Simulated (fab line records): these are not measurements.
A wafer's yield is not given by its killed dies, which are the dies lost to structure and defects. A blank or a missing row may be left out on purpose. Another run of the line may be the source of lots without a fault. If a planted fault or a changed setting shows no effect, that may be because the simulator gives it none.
A lot that was struck, set against a sound lot || flow rit_cmos || 15 out of 202 route steps
Sound: wafers L795.2, L795.4, L795.5. Wafers struck: L809.4, L809.5, L809.6. The cause is given at the end.
Order at every step that has rows: each side's tool, ch and its chambers, its first start. Under that, the readings that differ: sound wafers || struck wafers || difference of the means || sigmas: that difference in standard deviations of wafers without a fault.
alike: words and numbers the same on both sides, and readings whose means are apart by under 2 such deviations; not compared: readings that were withheld, readings missing a value for some wafer, numbers with overlapping values and no deviation given by the record, and bounds like >300 which may hide the same value.
Wherever a step has rows on one side only, a row that says differs or no value, or a row with sigmas, the two part there. Numbers that have no deviation but don't overlap get no sigmas and don't part them. A reading that every wafer of one side lacks parts them only if that side has two wafers or more.

RIT_SILICIDE_RS_MEAS_02: a four-point-probe measurement.
  sound on film_metro-02, day 3 17:56; struck on film_metro-02, day 6 18:35
{"reading": "SILICIDE_TI_RS (ohm/sq)", "sound": "46.4 46.7 46.6", "struck": "47.7 49.1 47.9", "difference": "+1.7", "sigmas": "+2"}
RIT_SILICIDE_THK_MEAS_03: measures by xrf.
  sound on film_metro-02, day 3 18:03; struck on film_metro-02, day 6 18:40
  alike: SILICIDE_TI_THK
RIT_SILICIDE_RTA_04: time 10 s, ramp up 5 s, ramp down 5 s.
  sound on rtp_anneal-02 ch 0, day 3 18:07; struck on rtp_anneal-02 ch 0, day 6 18:44
  alike: chamber_o2_ppm, wafer_temp_C_max
then, 1 step without rows for these wafers: RIT_SILICIDE_WET_ETCH_05 (etches Ti in SPM, time 120 s).
RIT_SILICIDE_RTA_06: time 10 s, ramp up 5 s, ramp down 10 s.
  sound on rtp_anneal-01 ch 0, day 3 18:13; struck on rtp_anneal-01 ch 0, day 6 18:50
  alike: chamber_o2_ppm, wafer_temp_C_max
RIT_CONTACT_CVD_00: deposits SiO2 from TEOS, target thk 400 nm, time 62.35 s.
  sound on pecvd-01 ch 0,1, day 3 18:17; struck on pecvd-04 ch 0,1,2, day 6 18:54
  alike: heater_power_w
RIT_CONTACT_THK_MEAS_01:
  sound on film_metro-01, day 3 18:20; struck on film_metro-01, day 6 18:58
  alike: CONTACT_TEOS_THK
then, 5 steps without rows for these wafers: RIT_CONTACT_HMDS_02 (prime time 60 s); RIT_CONTACT_COAT_03 (resist thk 991.3 nm); RIT_CONTACT_SOFTBAKE_04 (time 60 s); RIT_CONTACT_EXPOSE_05 (exposes mask M11, target cd 1000 nm); RIT_CONTACT_PEB_06.
RIT_CONTACT_DEVELOP_07: develop time 120 s.
  sound on litho_track-04 ch 0, day 3 19:00; struck on litho_track-01 ch 0, day 6 19:00
{"reading": "developer_temp_C (C)", "sound": "23.01 22.93 22.86", "struck": "23.61 23.62 23.71", "difference": "+0.71", "sigmas": "+7"}
RIT_CONTACT_CD_MEAS_08 targets a cd of 1000 nm.
  sound on cd_sem-01, day 3 19:30; struck on cd_sem-02, day 6 20:01
  alike: cd_nm
RIT_M1_PROBE_99:
  sound on prober-01, day 4 01:43; struck on prober-01, day 7 02:22
  alike: killed_at_contacts, killed_at_front_end, killed_dies, killed_open, killed_short

WHERE THEY PART
At RIT_SILICIDE_RS_MEAS_02 first; at RIT_CONTACT_DEVELOP_07 last (within this record only). Later steps at which nothing parts them and some readings are alike: RIT_CONTACT_CD_MEAS_08, RIT_M1_PROBE_99.

WHY: whatever the simulator had introduced
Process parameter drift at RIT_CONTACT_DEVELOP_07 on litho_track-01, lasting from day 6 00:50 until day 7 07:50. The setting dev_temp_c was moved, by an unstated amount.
